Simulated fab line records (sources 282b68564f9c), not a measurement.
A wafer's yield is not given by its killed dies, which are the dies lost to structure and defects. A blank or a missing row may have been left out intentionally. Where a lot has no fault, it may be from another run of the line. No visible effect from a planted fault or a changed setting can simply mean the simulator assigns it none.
fab line records ; flow ritCmos
record: lots: 14; wafers: 42; lastDay: 7
route steps=202 shown ACTIVE@1 GATE@92 SILICIDE@162 CONTACT@176 M1@202
lots untouched by any fault: they come from a run of this same line in which no faults occurred
startH: the number of hours between the record's first day and the start of the first shown wafer of the lot ; waitH: hours elapsed since this lot's preceding step ; " identical to the entry in the row above ; L1.1+2: a row that stands for several wafers ; - no value, or no start was given ; * or withheld: withheld ; < > ~ a bound
route shown NAME@n: names a module that has steps shown in the file, with the first one's number in the route ; usual: average and standard deviation across the fault-free wafers ; same: alike in all rows ; chamber/n: place in a boat ; sites: readings site by site ; _std_site: how widely they spread, as a standard deviation ; _edge_site: outer sites' mean less inner sites' ; radiusMm: how far each site lies from the wafer's centre ; mask NAME#n: copy n ; behind: the most recent tool/chamber to have shaped the wafer ; hold: reason for holding the lot/hours on hold/outcome of the hold ; device: names the non-switching transistor (n, p or np) ; end of line: the route-end tests of the same wafers ; a step without rows: its recipe alone ; killed: the dies lost at the first sort to structure and to defects; this is not the yield of the wafer ; map: per-die view of a wafer (x killed, . not killed, _ where there is no die)
set.NAME: the setting as run; set.NAME@STEP: as run at that earlier step ; model.NAME: the simulator's own value behind a step, which no gauge read
one table for each step of the route and one row for each wafer, over a sample of lots
services: a tool's chamber out of use, with start hour (startH, from the record's first day; less than 0 if before it), hours out, and reason
== steps ==
step: RIT_ACTIVE_BOW_MEAS_00
recipe: mode: bow
usual: INCOMING_BOW: 0/6.7
lot.wafer;tool;chamber;startH;waitH;INCOMING_BOW[um]
L135.4;filmMetro-03;-;10.06;-;-5
L135.5;filmMetro-03;-;10.06;-;-5
L135.6;filmMetro-03;-;10.06;-;-1
L139.2;filmMetro-02;-;30.02;-;1
L139.3;filmMetro-02;-;30.02;-;-2
L139.6;filmMetro-02;-;30.02;-;4
L140.2;filmMetro-02;-;35.02;-;2
L140.4;filmMetro-02;-;35.02;-;-17
L140.6;filmMetro-02;-;35.02;-;-7
L141.3;filmMetro-03;-;40.04;-;-5
L141.5;filmMetro-03;-;40.04;-;6
L141.6;filmMetro-03;-;40.04;-;1
L143.1;filmMetro-03;-;50.00;-;-7
L143.4;filmMetro-03;-;50.00;-;8
L143.5;filmMetro-03;-;50.00;-;-17
L144.3;filmMetro-03;-;55.04;-;1
L144.5;filmMetro-03;-;55.04;-;-3
L144.6;filmMetro-03;-;55.04;-;-7
L146.1;filmMetro-04;-;65.00;-;2
L146.4;filmMetro-04;-;65.00;-;2
L146.5;filmMetro-04;-;65.00;-;-3
L147.2;filmMetro-04;-;70.02;-;2
L147.3;filmMetro-04;-;70.02;-;-7
L147.6;filmMetro-04;-;70.02;-;4
L149.1;filmMetro-04;-;80.00;-;-1
L149.5;filmMetro-04;-;80.00;-;1
L149.6;filmMetro-04;-;80.00;-;4
L151.2;filmMetro-03;-;90.02;-;8
L151.3;filmMetro-03;-;90.02;-;-5
L151.4;filmMetro-03;-;90.02;-;-8
L153.1;filmMetro-03;-;100.00;-;-3
L153.5;filmMetro-03;-;100.00;-;-12
L153.6;filmMetro-03;-;100.00;-;-5
L154.2;filmMetro-03;-;105.02;-;-2
L154.5;filmMetro-03;-;105.02;-;6
L154.6;filmMetro-03;-;105.02;-;5
L156.4;filmMetro-03;-;115.06;-;-2
L156.5;filmMetro-03;-;115.06;-;-4
L156.6;filmMetro-03;-;115.06;-;-5
L158.3;filmMetro-03;-;125.04;-;-3
L158.4;filmMetro-03;-;125.04;-;-5
L158.6;filmMetro-03;-;125.04;-;5
step: RIT_GATE_CD_MEAS_16
recipe: targetCdNm: 150
usual: cdNm: 149.6/2.5
lot.wafer;tool;chamber;startH;waitH;cdNm
L135.4;cdSem-02;-;38.48;-;151.0
L135.5;cdSem-02;-;38.48;-;147.8
L135.6;cdSem-02;-;38.48;-;148.5
L139.2;cdSem-02;-;57.42;-;149.2
L139.3;cdSem-02;-;57.42;-;152.3
L139.6;cdSem-02;-;57.42;-;149.8
L140.2;cdSem-01;-;62.41;-;146.5
L140.4;cdSem-01;-;62.41;-;150.9
L140.6;cdSem-01;-;62.41;-;149.1
L141.3;cdSem-02;-;68.27;-;150.7
L141.5;cdSem-02;-;68.27;-;148.4
L141.6;cdSem-02;-;68.27;-;152.3
L143.1;cdSem-02;-;78.83;-;146.4
L143.4;cdSem-02;-;78.83;-;148.4
L143.5;cdSem-02;-;78.83;-;147.8
L144.3;cdSem-02;-;81.98;-;150.5
L144.5;cdSem-02;-;81.98;-;151.1
L144.6;cdSem-02;-;81.98;-;150.4
L146.1;cdSem-02;-;93.18;-;154.2
L146.4;cdSem-02;-;93.18;-;154.9
L146.5;cdSem-02;-;93.18;-;152.9
L147.2;cdSem-01;-;97.05;-;146.2
L147.3;cdSem-01;-;97.05;-;146.6
L147.6;cdSem-01;-;97.05;-;148.9
L149.1;cdSem-02;-;107.28;-;145.0
L149.5;cdSem-02;-;107.28;-;145.7
L149.6;cdSem-02;-;107.28;-;145.8
L151.2;cdSem-01;-;118.23;-;151.2
L151.3;cdSem-01;-;118.23;-;147.2
L151.4;cdSem-01;-;118.23;-;149.4
L153.1;cdSem-01;-;126.85;-;150.2
L153.5;cdSem-01;-;126.85;-;151.8
L153.6;cdSem-01;-;126.85;-;150.0
L154.2;cdSem-02;-;131.64;-;149.3
L154.5;cdSem-02;-;131.64;-;149.9
L154.6;cdSem-02;-;131.64;-;148.6
L156.4;cdSem-02;-;142.98;-;151.0
L156.5;cdSem-02;-;142.98;-;151.5
L156.6;cdSem-02;-;142.98;-;149.7
L158.3;cdSem-02;-;151.94;-;149.5
L158.4;cdSem-02;-;151.94;-;149.4
L158.6;cdSem-02;-;151.94;-;148.5
step: RIT_SILICIDE_SPUTTER_01
recipe: material: Ti; targetThkNm: 30; powerW: 350; chamberPressurePa: 0.667; gas: Ar; timeS: 229.5; substrateTempC: 25
usual: cathodeDcPowerW: 350.00/0.061; throttleValvePct: 30.0/1
lot.wafer;tool;chamber;startH;waitH;cathodeDcPowerW;throttleValvePct
L135.4;pvdSputter-02;-;51.67;0.0;349.97;30.4
L135.5;pvdSputter-02;-;51.67;0.0;350.02;31.0
L135.6;pvdSputter-02;-;51.67;0.0;349.99;30.0
L139.2;pvdSputter-04;-;70.43;0.0;349.97;31.1
L139.3;pvdSputter-04;-;70.43;0.0;349.97;29.1
L139.6;pvdSputter-04;-;70.43;0.0;349.95;29.1
L140.2;pvdSputter-02;-;76.89;0.0;350.14;29.9
L140.4;pvdSputter-02;-;76.89;0.0;349.93;29.8
L140.6;pvdSputter-02;-;76.89;0.0;350.05;30.0
L141.3;pvdSputter-01;-;82.21;0.0;349.93;29.0
L141.5;pvdSputter-01;-;82.21;0.0;349.88;29.1
L141.6;pvdSputter-01;-;82.21;0.0;349.99;31.5
L143.1;pvdSputter-01;-;91.88;0.0;349.93;31.7
L143.4;pvdSputter-01;-;91.88;0.0;350.06;29.0
L143.5;pvdSputter-01;-;91.88;0.0;349.95;29.5
L144.3;pvdSputter-02;-;95.12;0.0;350.04;30.8
L144.5;pvdSputter-02;-;95.12;0.0;350.05;30.8
L144.6;pvdSputter-02;-;95.12;0.0;349.97;29.7
L146.1;pvdSputter-02;-;106.52;0.0;349.95;30.2
L146.4;pvdSputter-02;-;106.52;0.0;350.09;29.9
L146.5;pvdSputter-02;-;106.52;0.0;350.04;30.2
L147.2;pvdSputter-01;-;111.33;0.0;350.09;29.0
L147.3;pvdSputter-01;-;111.33;0.0;349.98;28.1
L147.6;pvdSputter-01;-;111.33;0.0;349.93;29.6
L149.1;pvdSputter-01;-;123.04;0.0;349.98;29.6
L149.5;pvdSputter-01;-;123.04;0.0;350.02;28.2
L149.6;pvdSputter-01;-;123.04;0.0;349.98;29.1
L151.2;pvdSputter-01;-;132.30;0.0;349.93;29.3
L151.3;pvdSputter-01;-;132.30;0.0;349.97;28.2
L151.4;pvdSputter-01;-;132.30;0.0;349.92;31.5
L153.1;pvdSputter-01;-;140.24;0.0;349.99;29.3
L153.5;pvdSputter-01;-;140.24;0.0;350.03;29.5
L153.6;pvdSputter-01;-;140.24;0.0;349.97;28.3
L154.2;pvdSputter-02;-;145.69;0.0;349.98;30.0
L154.5;pvdSputter-02;-;145.69;0.0;350.03;30.0
L154.6;pvdSputter-02;-;145.69;0.0;350.00;31.0
L156.4;pvdSputter-02;-;157.17;0.0;350.01;30.9
L156.5;pvdSputter-02;-;157.17;0.0;349.95;29.9
L156.6;pvdSputter-02;-;157.17;0.0;350.10;30.6
L158.3;pvdSputter-02;-;168.05;0.0;349.96;30.6
L158.4;pvdSputter-02;-;168.05;0.0;349.95;30.0
L158.6;pvdSputter-02;-;168.05;0.0;350.07;29.8
step: RIT_SILICIDE_RS_MEAS_02
recipe: thkMeasGauge: four-point-probe; reads: Ti_of_SILICIDE_SPUTTER_01
usual: SILICIDE_TI_RS: 50.9/0.73
lot.wafer;tool;chamber;startH;waitH;SILICIDE_TI_RS[ohm/sq]
L135.4;filmMetro-04;-;51.88;0.1;51.8
L135.5;filmMetro-04;-;51.88;0.1;51.8
L135.6;filmMetro-04;-;51.88;0.1;51.4
L139.2;filmMetro-01;-;70.60;0.1;50.7
L139.3;filmMetro-01;-;70.60;0.1;50.0
L139.6;filmMetro-01;-;70.60;0.1;50.1
L140.2;filmMetro-04;-;77.06;0.1;51.2
L140.4;filmMetro-04;-;77.06;0.1;51.0
L140.6;filmMetro-04;-;77.06;0.1;51.4
L141.3;filmMetro-02;-;82.40;0.1;49.3
L141.5;filmMetro-02;-;82.40;0.1;49.5
L141.6;filmMetro-02;-;82.40;0.1;49.8
L143.1;filmMetro-04;-;92.03;0.1;51.0
L143.4;filmMetro-04;-;92.03;0.1;51.1
L143.5;filmMetro-04;-;92.03;0.1;51.4
L144.3;filmMetro-01;-;95.31;0.1;51.8
L144.5;filmMetro-01;-;95.31;0.1;51.7
L144.6;filmMetro-01;-;95.31;0.1;51.5
L146.1;filmMetro-02;-;106.67;0.1;50.4
L146.4;filmMetro-02;-;106.67;0.1;49.7
L146.5;filmMetro-02;-;106.67;0.1;49.7
L147.2;filmMetro-04;-;111.50;0.1;51.7
L147.3;filmMetro-04;-;111.50;0.1;51.4
L147.6;filmMetro-04;-;111.50;0.1;51.8
L149.1;filmMetro-02;-;123.19;0.1;51.6
L149.5;filmMetro-02;-;123.19;0.1;50.5
L149.6;filmMetro-02;-;123.19;0.1;50.7
L151.2;filmMetro-01;-;132.47;0.1;31.9
L151.3;filmMetro-01;-;132.47;0.1;32.0
L151.4;filmMetro-01;-;132.47;0.1;31.9
L153.1;filmMetro-01;-;140.39;0.1;32.2
L153.5;filmMetro-01;-;140.39;0.1;32.2
L153.6;filmMetro-01;-;140.39;0.1;32.0
L154.2;filmMetro-01;-;145.86;0.1;50.8
L154.5;filmMetro-01;-;145.86;0.1;50.3
L154.6;filmMetro-01;-;145.86;0.1;50.4
L156.4;filmMetro-02;-;157.38;0.1;49.7
L156.5;filmMetro-02;-;157.38;0.1;50.5
L156.6;filmMetro-02;-;157.38;0.1;50.3
L158.3;filmMetro-01;-;168.24;0.1;49.0
L158.4;filmMetro-01;-;168.24;0.1;49.9
L158.6;filmMetro-01;-;168.24;0.1;49.6
step: RIT_SILICIDE_THK_MEAS_03
recipe: thkMeasGauge: xrf; reads: Ti_of_SILICIDE_SPUTTER_01
usual: SILICIDE_TI_THK: 28.6/0.33
lot.wafer;tool;chamber;startH;waitH;SILICIDE_TI_THK[nm]
L135.4;filmMetro-04;-;51.97;0.1;28.4
L135.5;filmMetro-04;-;51.97;0.1;28.5
L135.6;filmMetro-04;-;51.97;0.1;28.7
L139.2;filmMetro-01;-;70.71;0.1;28.7
L139.3;filmMetro-01;-;70.71;0.1;28.9
L139.6;filmMetro-01;-;70.71;0.1;28.9
L140.2;filmMetro-04;-;77.17;0.1;28.6
L140.4;filmMetro-04;-;77.17;0.1;28.7
L140.6;filmMetro-04;-;77.17;0.1;28.4
L141.3;filmMetro-02;-;82.50;0.1;29.2
L141.5;filmMetro-02;-;82.50;0.1;28.9
L141.6;filmMetro-02;-;82.50;0.1;28.9
L143.1;filmMetro-04;-;92.15;0.1;28.4
L143.4;filmMetro-04;-;92.15;0.1;28.4
L143.5;filmMetro-04;-;92.15;0.1;28.4
L144.3;filmMetro-01;-;95.41;0.1;28.1
L144.5;filmMetro-01;-;95.41;0.1;28.3
L144.6;filmMetro-01;-;95.41;0.1;28.2
L146.1;filmMetro-02;-;106.79;0.1;28.4
L146.4;filmMetro-02;-;106.79;0.1;28.8
L146.5;filmMetro-02;-;106.79;0.1;28.7
L147.2;filmMetro-04;-;111.61;0.1;28.5
L147.3;filmMetro-04;-;111.61;0.1;28.6
L147.6;filmMetro-04;-;111.61;0.1;28.3
L149.1;filmMetro-02;-;123.31;0.1;27.8
L149.5;filmMetro-02;-;123.31;0.1;28.3
L149.6;filmMetro-02;-;123.31;0.1;28.4
L151.2;filmMetro-01;-;132.58;0.1;41.7
L151.3;filmMetro-01;-;132.58;0.1;41.7
L151.4;filmMetro-01;-;132.58;0.1;41.4
L153.1;filmMetro-01;-;140.51;0.1;41.3
L153.5;filmMetro-01;-;140.51;0.1;41.5
L153.6;filmMetro-01;-;140.51;0.1;41.8
L154.2;filmMetro-01;-;145.97;0.1;28.7
L154.5;filmMetro-01;-;145.97;0.1;29.0
L154.6;filmMetro-01;-;145.97;0.1;28.9
L156.4;filmMetro-02;-;157.47;0.1;28.9
L156.5;filmMetro-02;-;157.47;0.1;28.4
L156.6;filmMetro-02;-;157.47;0.1;28.4
L158.3;filmMetro-01;-;168.34;0.1;29.3
L158.4;filmMetro-01;-;168.34;0.1;29.2
L158.6;filmMetro-01;-;168.34;0.1;29.2
step: RIT_CONTACT_CD_MEAS_08
recipe: targetCdNm: 1000
usual: cdNm: 999.7/1.7
lot.wafer;tool;chamber;startH;waitH;cdNm
L135.4;cdSem-02;-;53.31;-;1000.5
L135.5;cdSem-02;-;53.31;-;998.7
L135.6;cdSem-02;-;53.31;-;1001.6
L139.2;cdSem-01;-;72.16;-;1002.7
L139.3;cdSem-01;-;72.16;-;1001.8
L139.6;cdSem-01;-;72.16;-;1000.3
L140.2;cdSem-01;-;78.49;-;1000.4
L140.4;cdSem-01;-;78.49;-;996.6
L140.6;cdSem-01;-;78.49;-;999.2
L141.3;cdSem-01;-;83.83;-;1000.8
L141.5;cdSem-01;-;83.83;-;998.8
L141.6;cdSem-01;-;83.83;-;999.1
L143.1;cdSem-02;-;93.55;-;1001.4
L143.4;cdSem-02;-;93.55;-;998.1
L143.5;cdSem-02;-;93.55;-;999.6
L144.3;cdSem-01;-;96.76;-;1000.6
L144.5;cdSem-01;-;96.76;-;1000.5
L144.6;cdSem-01;-;96.76;-;998.0
L146.1;cdSem-02;-;108.26;-;1001.1
L146.4;cdSem-02;-;108.26;-;998.8
L146.5;cdSem-02;-;108.26;-;1001.1
L147.2;cdSem-01;-;112.94;-;997.9
L147.3;cdSem-01;-;112.94;-;998.0
L147.6;cdSem-01;-;112.94;-;996.5
L149.1;cdSem-01;-;124.64;-;999.9
L149.5;cdSem-01;-;124.64;-;999.0
L149.6;cdSem-01;-;124.64;-;1000.1
L151.2;cdSem-02;-;134.05;-;998.9
L151.3;cdSem-02;-;134.05;-;999.6
L151.4;cdSem-02;-;134.05;-;999.7
L153.1;cdSem-02;-;141.95;-;1001.9
L153.5;cdSem-02;-;141.95;-;1000.9
L153.6;cdSem-02;-;141.95;-;999.8
L154.2;cdSem-02;-;147.29;-;998.2
L154.5;cdSem-02;-;147.29;-;999.8
L154.6;cdSem-02;-;147.29;-;999.3
L156.4;cdSem-02;-;158.94;-;998.5
L156.5;cdSem-02;-;158.94;-;1000.3
L156.6;cdSem-02;-;158.94;-;1001.8
L158.3;cdSem-02;-;169.67;-;999.9
L158.4;cdSem-02;-;169.67;-;1002.2
L158.6;cdSem-02;-;169.67;-;1000.2
step: RIT_M1_PROBE_99
usual: killed_at_M0_to_M3: 0.0/0.16; killedAtContacts: 0.0/0.18; killedAtFrontEnd: 7/3.1; killedDies: 7/3.1; killedOpen: 3.5/2.1; killedShort: 3.5/2
same: grossDies: 264; killed_at_M4_up: 0; killedAtBackSide: 0; killedAtOther: 0
lot.wafer;tool;chamber;startH;waitH;killed_at_M0_to_M3;killedAtContacts;killedAtFrontEnd;killedDies;killedOpen;killedShort
L153.1;prober-01;-;147.21;0.1;0;0;16;16;8;8
L153.5;prober-01;-;147.41;0.2;0;0;7;7;5;2
L153.6;prober-01;-;147.46;0.2;0;0;8;8;3;5
killed by level:class
L153.1 FOX2:geometricParticle:short=3 REOX:geometricParticle:open=3 FOX1:geometricParticle:short=2 GATE:geometricParticle:open=2 REOX:geometricParticle:short=2 FOX2:geometricParticle:open=1 GATE:geometricParticle:short=1 SPACER:geometricParticle:open=1
L153.5 GATE:geometricParticle:open=2 SILICIDE:geometricParticle:open=2 FOX1:geometricParticle:short=1 SPACER:geometricParticle:open=1 SILICIDE:geometricParticle:short=1
L153.6 SPACER:geometricParticle:short=2 FOX1:geometricParticle:open=1 FOX1:geometricParticle:short=1 REOX:geometricParticle:short=1 SPACER:geometricParticle:open=1 SILICIDE:geometricParticle:open=1 SILICIDE:geometricParticle:short=1
== services ==
tool;chamber;startH;hours;kind
pvdSputter-02;-;37.68;3.3;repair
pvdSputter-01;-;44.00;1.7;repair
pvdSputter-02;-;49.36;1.4;repair
pvdSputter-02;-;66.16;9.6;repair
pvdSputter-02;-;68.66;1.0;repair
pvdSputter-01;-;108.29;1.8;repair
pvdSputter-04;-;116.17;3.9;repair
pvdSputter-04;-;158.75;11.4;repair
== key ==
firstSign: step: RIT_SILICIDE_RS_MEAS_02; reading: SILICIDE_TI_RS; direction: down; sigmas: 26; usual: 50.9; struck: 32.0
effect: step: RIT_SILICIDE_THK_MEAS_03; reading: SILICIDE_TI_THK; direction: up; sigmas: 39; usual: 28.6; struck: 41.6
metAt RIT_SILICIDE_SPUTTER_01
struckLots L151,L153
testerLeftOut L151,L153
notActingAt RIT_ACTIVE_BOW_MEAS_00,RIT_GATE_CD_MEAS_16,RIT_CONTACT_CD_MEAS_08
onsetBetween 123.04 132.30
fault: kind: processParameterDrift; tool: pvdSputter-01; chamber: -; onsetH: 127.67; steps: RIT_SILICIDE_SPUTTER_01; channel: targetThkNm; offset: 13.5; shape: step; endH: 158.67; stated: 30
testerLeftOut: of these lots the tester's yield and bins aren't shown, on N5 and GAA mostly nor the transistor test; their killed dies are dies lost to structure and defects alone, not to doping, threshold or leakage, so they don't give the yield
